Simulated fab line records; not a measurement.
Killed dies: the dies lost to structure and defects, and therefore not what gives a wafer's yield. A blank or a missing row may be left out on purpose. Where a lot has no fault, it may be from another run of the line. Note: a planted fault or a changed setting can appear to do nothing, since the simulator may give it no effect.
fab line records | flow ritCmos
record lots=11 wafers=33 lastDay=7
route steps=202 shown NWELL@38 PRETRO@70 GATE@95 M1@202
lots with no fault: from the same line, run without faults
startH: the number of hours between the record's first day and the start of the first shown wafer of the lot | waitH: hours from the lot's prior step to this one | " unchanged from the row above | L1.1+2: several wafers, shown together as one row | - no value, or no start was given | * or withheld: withheld | < > ~ a bound
route shown NAME@n: names a module that has steps shown in the file, with the first one's number in the route | usual: mean/standard deviation taken from wafers without a fault | same: alike in all rows | chamber/n: place in a boat | sites: the reading at each site | _std_site: the values' standard deviation | _edge_site: inner sites' mean taken away from outer sites' mean | radiusMm: for every site, how far away it sits from the centre of the wafer | mask NAME#n: copy n | behind: the last tool/chamber to shape the wafer | hold: why the lot went on hold/how many hours it stayed there/how the hold came to an end | device: whichever transistor did not switch (one of n, p or np) | end of line: at the end of the route, the tests of the same wafers | for a step that has no rows: nothing shown but its recipe | killed: at the first sort, the dies lost to defects and structure; wafer yield is something else | map: per-die view of a wafer (x killed, . not killed, _ where there is no die)
set.NAME: the setting as run; set.NAME@STEP: as run at that earlier step | model.NAME: the simulator's own value behind a step, which no gauge read
one table for each step of the route and one row for each wafer, over a sample of lots
services: the hour from which a tool's chamber was out of use, counted from the record's first day as startH (under 0 if before that day), plus the number of hours and why
## steps
# step RIT_NWELL_TW_MEAS_10
# usual NWELL_TW=2152/17
# columns lot.wafer tool chamber startH waitH NWELL_TW
L202.2 filmMetro-04 - 22.71 0.1 2130
L202.3 " - " " 2130
L202.4 " - " " 2124
L203.1 filmMetro-04 - 27.12 0.1 2133
L203.3 " - " " 2128
L203.6 " - " " 2136
L206.1 filmMetro-04 - 42.10 0.1 2133
L206.4 " - " " 2131
L206.5 " - " " 2142
L211.1 filmMetro-01 - 65.80 0.1 2175
L211.3 " - " " 2179
L211.6 " - " " 2172
L213.4 filmMetro-04 - 77.46 0.1 2149
L213.5 " - " " 2138
L213.6 " - " " 2143
L214.2 filmMetro-02 - 82.21 0.1 2159
L214.3 " - " " 2170
L214.5 " - " " 2158
L216.3 filmMetro-01 - 91.08 0.1 2168
L216.4 " - " " 2177
L216.5 " - " " 2149
L218.2 filmMetro-02 - 101.36 0.1 2174
L218.3 " - " " 2183
L218.6 " - " " 2171
L220.2 filmMetro-04 - 111.93 0.1 2147
L220.4 " - " " 2129
L220.5 " - " " 2141
L222.1 filmMetro-01 - 120.95 0.1 2140
L222.2 " - " " 2149
L222.6 " - " " 2154
L224.3 filmMetro-04 - 131.99 0.1 2142
L224.4 " - " " 2134
L224.5 " - " " 2144
# step RIT_PRETRO_OVL_MEAS_06
# usual PRETRO_OVL=0.5/1.4
# columns lot.wafer tool chamber startH waitH PRETRO_OVL[nm]
L202.2 overlay-02 - 32.73 - -0.3
L202.3 " - " " -1.4
L202.4 " - " " -0.6
L203.1 overlay-02 - 36.82 - 1.4
L203.3 " - " " 1.6
L203.6 " - " " 1.0
L206.1 overlay-01 - 51.93 - 1.3
L206.4 " - " " -1.1
L206.5 " - " " 0.1
L211.1 overlay-02 - 76.02 - 1.6
L211.3 " - " " 0.9
L211.6 " - " " 2.0
L213.4 overlay-01 - 87.04 - 0.7
L213.5 " - " " 1.2
L213.6 " - " " 1.0
L214.2 overlay-02 - 91.82 - 0.4
L214.3 " - " " 1.5
L214.5 " - " " 0.9
L216.3 overlay-01 - 100.60 - 3.2
L216.4 " - " " 1.6
L216.5 " - " " 2.3
L218.2 overlay-01 - 111.09 - 1.5
L218.3 " - " " 2.5
L218.6 " - " " 2.1
L220.2 overlay-02 - 121.62 - 2.2
L220.4 " - " " 2.9
L220.5 " - " " 2.7
L222.1 overlay-01 - 130.35 - 0.2
L222.2 " - " " -0.5
L222.6 " - " " -1.0
L224.3 overlay-02 - 141.87 - 2.1
L224.4 " - " " 0.8
L224.5 " - " " 1.3
# step RIT_GATE_ETCH_19
# recipe chemistry=SF6/CHF3/O2 timeS=165 SF6_flow_sccm=30 CHF3_flow_sccm=30 O2_flow_sccm=5 target=poly-Si pressureMtorr=40 rfW=160 targetDepthA=3125 overEtchFrac=0.25 stopOn=SiO2
# usual drypumpMotorCurrentA=5.54/0.29 oesProductAu=0.856/0.012 overEtchFrac=0.25/0 throttleValvePct=10.28/0.12
# columns lot.wafer tool chamber startH waitH drypumpMotorCurrentA oesProductAu overEtchFrac rfHoursCounterH throttleValvePct
L202.2 rieSi-01 2 38.22 0.1 6.06 0.880 0.25 123 10.10
L202.3 " 3 " " 5.29 0.868 0.25 2 10.17
L202.4 " 0 " " 5.35 0.857 0.25 82 10.24
L203.1 rieSi-02 1 42.33 0.1 5.14 0.843 0.25 0 10.47
L203.3 " 0 " " 5.59 0.845 0.25 39 10.25
L203.6 " 1 " " 5.15 0.836 0.25 - 10.49
L206.1 rieSi-01 2 57.86 0.1 6.08 0.864 0.25 123 10.09
L206.4 " 3 " " 5.29 0.855 0.25 3 10.19
L206.5 " 0 " " 5.37 0.841 0.25 - 10.23
L211.1 rieSi-02 2 81.52 0.1 5.47 0.863 0.25 1 10.35
L211.3 " 1 " " 5.15 0.814 0.31938 0 10.50
L211.6 " 3 " " 5.47 0.850 0.25 - 10.43
L213.4 rieSi-02 1 92.67 0.1 5.16 0.807 0.31938 0 10.48
L213.5 " 1 " " 5.15 0.791 0.31938 - 10.48
L213.6 " 0 " " 5.63 0.833 0.25 - 10.25
L214.2 rieSi-01 2 97.79 0.1 6.09 0.873 0.25 123 10.10
L214.3 " 3 " " 5.27 0.866 0.25 3 10.19
L214.5 " 1 " " 5.84 0.871 0.25 - 10.22
L216.3 rieSi-01 1 106.27 0.1 5.86 0.875 0.25 103 10.24
L216.4 " 0 " " 5.35 0.856 0.25 83 10.22
L216.5 " 0 " " 5.35 0.854 0.25 - 10.24
L218.2 rieSi-01 3 116.66 0.1 5.28 0.867 0.25 3 10.17
L218.3 " 0 " " 5.34 0.864 0.25 83 10.24
L218.6 " 3 " " 5.29 0.871 0.25 - 10.18
L220.2 rieSi-01 0 127.80 0.1 5.35 0.845 0.25 83 10.23
L220.4 " 2 " " 6.08 0.868 0.25 123 10.08
L220.5 " 1 " " 5.83 0.855 0.25 - 10.21
L222.1 rieSi-01 1 140.19 0.1 5.84 0.858 0.25 103 10.22
L222.2 " 2 " " 6.08 0.860 0.25 124 10.10
L222.6 " 1 " " 5.83 0.873 0.25 - 10.24
L224.3 rieSi-01 1 147.85 0.1 5.84 0.860 0.25 103 10.25
L224.4 " 3 " " 5.29 0.856 0.25 3 10.19
L224.5 " 0 " " 5.35 0.850 0.25 - 10.23
# step RIT_GATE_CD_MEAS_90
# recipe targetCdNm=150
# usual cdNm=149.0/2.6
# columns lot.wafer tool chamber startH waitH cdNm
L202.2 cdSem-01 - 38.52 0.1 145.6
L202.3 " - " " 148.7
L202.4 " - " " 148.2
L203.1 cdSem-01 - 42.61 0.1 148.0
L203.3 " - " " 149.5
L203.6 " - " " 149.2
L206.1 cdSem-01 - 58.14 0.1 146.0
L206.4 " - " " 146.6
L206.5 " - " " 146.0
L211.1 cdSem-01 - 81.80 0.1 150.2
L211.3 " - " " 147.8
L211.6 " - " " 145.7
L213.4 cdSem-01 - 93.01 0.1 149.3
L213.5 " - " " 148.4
L213.6 " - " " 150.8
L214.2 cdSem-01 - 98.09 0.1 146.9
L214.3 " - " " 146.6
L214.5 " - " " 146.3
L216.3 cdSem-01 - 106.59 0.1 148.8
L216.4 " - " " 147.2
L216.5 " - " " 149.3
L218.2 cdSem-01 - 116.96 0.1 156.1
L218.3 " - " " 153.3
L218.6 " - " " 154.2
L220.2 cdSem-01 - 128.11 0.1 147.6
L220.4 " - " " 144.1
L220.5 " - " " 145.8
L222.1 cdSem-01 - 140.47 0.1 149.3
L222.2 " - " " 151.6
L222.6 " - " " 150.0
L224.3 cdSem-01 - 148.18 0.1 153.5
L224.4 " - " " 151.6
L224.5 " - " " 153.1
# step RIT_M1_PROBE_99
# usual killed_at_M0_to_M3=0.0/0.14 killedAtContacts=0.0/0.22 killedAtFrontEnd=7/3 killedDies=7/3.1 killedOpen=3.4/2.1 killedShort=3.2/1.9
# same grossDies=264 killed_at_M4_up=0 killedAtBackSide=0 killedAtOther=0
# columns lot.wafer tool chamber startH waitH killed_at_M0_to_M3 killedAtContacts killedAtFrontEnd killedDies killedOpen killedShort
L214.2 prober-02 - 117.48 0.1 0 0 10 10 7 3
L214.3 prober-02 - 117.53 0.2 0 0 12 12 6 6
L214.5 prober-02 - 117.63 0.2 0 0 9 9 4 5
L216.3 prober-02 - 127.34 0.2 0 0 1 1 1 0
L216.4 prober-02 - 127.39 0.2 0 0 6 6 3 3
L216.5 prober-02 - 127.44 0.2 0 0 5 5 2 3
L220.2 prober-02 - 147.79 0.1 0 0 5 5 3 2
L220.4 prober-02 - 147.89 0.2 0 0 6 6 0 6
L220.5 prober-02 - 147.94 0.2 0 0 11 11 8 3
L222.1 prober-02 - 159.83 0.1 0 0 9 9 5 4
L222.2 prober-02 - 159.88 0.1 0 0 12 12 6 6
L222.6 prober-02 - 160.08 0.2 0 0 12 12 4 8
L224.3 prober-02 - 168.77 0.2 0 0 11 11 6 5
L224.4 prober-02 - 168.82 0.2 1 0 4 5 3 2
L224.5 prober-02 - 168.87 0.2 0 1 4 5 3 2
# killed by level:class
L214.2 FOX1:geometricParticle:open=2 GATE:geometricParticle:open=2 SILICIDE:geometricParticle:open=2 FOX1:geometricParticle:short=1 GATE:geometricParticle:short=1 SPACER:geometricParticle:open=1 SPACER:geometricParticle:short=1
L214.3 GATE:geometricParticle:short=3 GATE:geometricParticle:open=2 REOX:geometricParticle:short=2 FOX1:geometricParticle:open=1 REOX:geometricParticle:open=1 SPACER:geometricParticle:open=1 SILICIDE:geometricParticle:short=1 SILICIDE:geometricParticle:open=1
L214.5 GATE:geometricParticle:short=3 GATE:geometricParticle:open=2 REOX:geometricParticle:open=1 REOX:geometricParticle:short=1 SPACER:geometricParticle:open=1 SILICIDE:geometricParticle:short=1
L216.3 SPACER:geometricParticle:open=1
L216.4 GATE:geometricParticle:short=2 FOX1:geometricParticle:short=1 FOX2:geometricParticle:open=1 GATE:geometricParticle:open=1 REOX:geometricParticle:open=1
L216.5 FOX2:geometricParticle:short=2 FOX1:geometricParticle:open=1 GATE:geometricParticle:short=1 SPACER:geometricParticle:open=1
L220.2 FOX1:geometricParticle:open=1 FOX2:geometricParticle:short=1 GATE:geometricParticle:short=1 REOX:geometricParticle:open=1 SPACER:geometricParticle:open=1
L220.4 GATE:geometricParticle:short=2 SPACER:geometricParticle:short=2 REOX:geometricParticle:short=1 SILICIDE:geometricParticle:short=1
L220.5 FOX1:geometricParticle:open=3 FOX1:geometricParticle:short=3 SPACER:geometricParticle:open=2 FOX2:geometricParticle:open=1 GATE:geometricParticle:open=1 SILICIDE:geometricParticle:open=1
L222.1 REOX:geometricParticle:short=2 FOX1:geometricParticle:short=1 FOX1:geometricParticle:open=1 FOX2:geometricParticle:open=1 GATE:geometricParticle:open=1 REOX:geometricParticle:open=1 SPACER:geometricParticle:open=1 SILICIDE:geometricParticle:short=1
L222.2 FOX2:geometricParticle:open=2 GATE:geometricParticle:open=2 REOX:geometricParticle:short=2 SPACER:geometricParticle:short=2 SILICIDE:geometricParticle:short=2 REOX:geometricParticle:open=1 SPACER:geometricParticle:open=1
L222.6 GATE:geometricParticle:short=3 REOX:geometricParticle:open=2 REOX:geometricParticle:short=2 FOX1:geometricParticle:short=1 FOX2:geometricParticle:short=1 FOX2:geometricParticle:open=1 SPACER:geometricParticle:short=1 SILICIDE:geometricParticle:open=1
L224.3 SILICIDE:geometricParticle:open=4 SILICIDE:geometricParticle:short=2 FOX1:geometricParticle:open=1 GATE:geometricParticle:short=1 REOX:geometricParticle:short=1 SPACER:geometricParticle:open=1 SPACER:geometricParticle:short=1
L224.4 GATE:geometricParticle:open=2 FOX2:geometricParticle:open=1 GATE:geometricParticle:short=1 M1:geometricParticle:short=1
L224.5 FOX1:geometricParticle:short=1 GATE:geometricParticle:open=1 SPACER:geometricParticle:open=1 SILICIDE:geometricParticle:short=1 CONTACT:geometricParticle:open=1
## services
# columns tool chamber startH hours kind
rieSi-01 1 26.34 4.2 repair
rieSi-02 1 62.37 3.4 repair
rieSi-02 3 109.53 12.8 repair
rieSi-02 0 134.13 7.4 repair
## key
firstSign step=RIT_GATE_ETCH_19 reading=overEtchFrac direction=up sigmas=99+ usual=0.25 struck=0.31938
effect step=RIT_GATE_ETCH_19 reading=oesProductAu direction=down sigmas=4.3 usual=0.856 struck=0.804
metAt RIT_GATE_ETCH_19
struckLots L211,L213
struckWafers L211.3,L213.4,L213.5
testerLeftOut L211,L213
notActingAt RIT_NWELL_TW_MEAS_10,RIT_PRETRO_OVL_MEAS_06,RIT_GATE_CD_MEAS_90
onsetBetween 42.33 81.52
fault kind=processParameterDrift tool=rieSi-02 chamber=1 onsetH=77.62 steps=RIT_GATE_ETCH_19 channel=overEtchFrac offset=0.069375 shape=step endH=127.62 stated=0.25
# testerLeftOut: of these lots the tester's yield and bins aren't shown, on N5 and GAA mostly nor the transistor test; their killed dies are dies lost to structure and defects alone, not to doping, threshold or leakage, so they don't give the yield
